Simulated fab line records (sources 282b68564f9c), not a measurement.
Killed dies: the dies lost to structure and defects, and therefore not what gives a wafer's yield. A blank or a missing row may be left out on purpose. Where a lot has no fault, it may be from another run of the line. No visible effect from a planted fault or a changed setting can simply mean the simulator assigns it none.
Split-lot experiment	flow rit_cmos	5 lots, 23 wafers read, on a route of 202 steps

THE SPLIT
At RIT_M1_SPUTTER_00 (material Al, target thk 400 nm, time 500 s), the setting time_s was moved away from the recipe's 500 s on 9 of the 23 wafers read, by -11.8% to -7.4%. The other wafers ran this setting at the recipe's value.

THE PATH FROM SPLIT TO READING: the file shows 1 step between them
- RIT_M1_RS_MEAS_01: measures by four-point-probe

THE READING
M1_AL_THK, in nm, at RIT_M1_THK_MEAS_02 (measures by xrf). A value of 400 nm with a standard deviation of 3.2 nm is what fault-free wafers of this fab line usually give.

wafer	tool, chamber at the split	time_s as run, s	against the recipe	M1_AL_THK, nm	against lot-mates on the recipe
L074.1	pvd_sputter-01, -	500	recipe	402	-
L074.3	pvd_sputter-01, -	500	recipe	402	-
L074.4	pvd_sputter-01, -	500	recipe	396	-
L074.5	pvd_sputter-01, -	500	recipe	403	-
L074.6	pvd_sputter-01, -	500	recipe	397	-
L076.1	pvd_sputter-01, -	500	recipe	398	-
L076.2	pvd_sputter-01, -	463.1	-7.4%	368	-30
L076.4	pvd_sputter-01, -	500	recipe	399	-
L076.5	pvd_sputter-01, -	463.1	-7.4%	370	-28
L076.6	pvd_sputter-01, -	463.1	-7.4%	365	-34
L077.1	pvd_sputter-04, -	460.9	-7.8%	369	-28
L077.3	pvd_sputter-04, -	500	recipe	397	-
L077.4	pvd_sputter-04, -	460.9	-7.8%	366	-30
L077.5	pvd_sputter-04, -	500	recipe	396	-
L077.6	pvd_sputter-04, -	460.9	-7.8%	366	-30
L078.1	pvd_sputter-01, -	500	recipe	397	-
L078.3	pvd_sputter-01, -	500	recipe	398	-
L078.6	pvd_sputter-01, -	500	recipe	396	-
L079.1	pvd_sputter-04, -	441.2	-11.8%	351	-49
L079.2	pvd_sputter-04, -	500	recipe	401	-
L079.3	pvd_sputter-04, -	500	recipe	399	-
L079.4	pvd_sputter-04, -	441.2	-11.8%	350	-50
L079.5	pvd_sputter-04, -	441.2	-11.8%	350	-50

THE FIT
A straight line over all 23 wafers: M1_AL_THK changes by +4.11 nm for each +1% of time_s; r = +0.99; the points scatter about the line by 2.2 nm.
The same after taking each lot's own level away (the mean of its wafers on the recipe; 23 wafers): +4.12 nm for each +1%; r = +0.99; scatter 2.1 nm.
According to that fit, moving time_s by its largest amount changes the reading by 48 nm.
The lots' own levels span 396.5 to 400.0 nm, that is 1.1 times the standard deviation above.
Hence the lot-to-lot level has little effect on the slope; both slopes agree.
Check: -48.2 nm against its lot-mates is what the line predicts for one of the wafers moved furthest among these (-11.8%) when that wafer is left out of the fit. It came out at -49 nm against them.

OTHER SPLITS APPLIED TO THESE WAFERS
Before the reading, these wafers also passed through other splits. Each is held against what the fit with the lots' levels taken away leaves over:
other split on the same wafers	wafers away from the commonest value	r with M1_AL_THK (lot level and that fit taken away)
RIT_SILICIDE_SPUTTER_01 time_s	6	-0.06
RIT_CONTACT_CVD_00 time_s	7	+0.18
RIT_CONTACT_DEVELOP_07 develop_time_s	8	+0.12

THE WHOLE CHAIN: every reading that the file lists as answering this split, in the file's order
step	what it does	reading	change (the file's fit)	r (the file's)
RIT_M1_SPUTTER_00	material Al, target thk 400 nm, time 500 s	Al_of_M1_SPUTTER_00.thk_nm (the simulator's own value, which no gauge read)	+4.09 nm for each +1% of the setting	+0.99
RIT_M1_RS_MEAS_01	measures by four-point-probe	M1_AL_RS	-0.000845 for each +1% of the setting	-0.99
RIT_M1_THK_MEAS_02	measures by xrf	M1_AL_THK	+4.1 for each +1% of the setting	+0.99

FILE'S OWN FIT
M1_AL_THK changes by +4.1 nm for each +1% of time_s, r = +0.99.
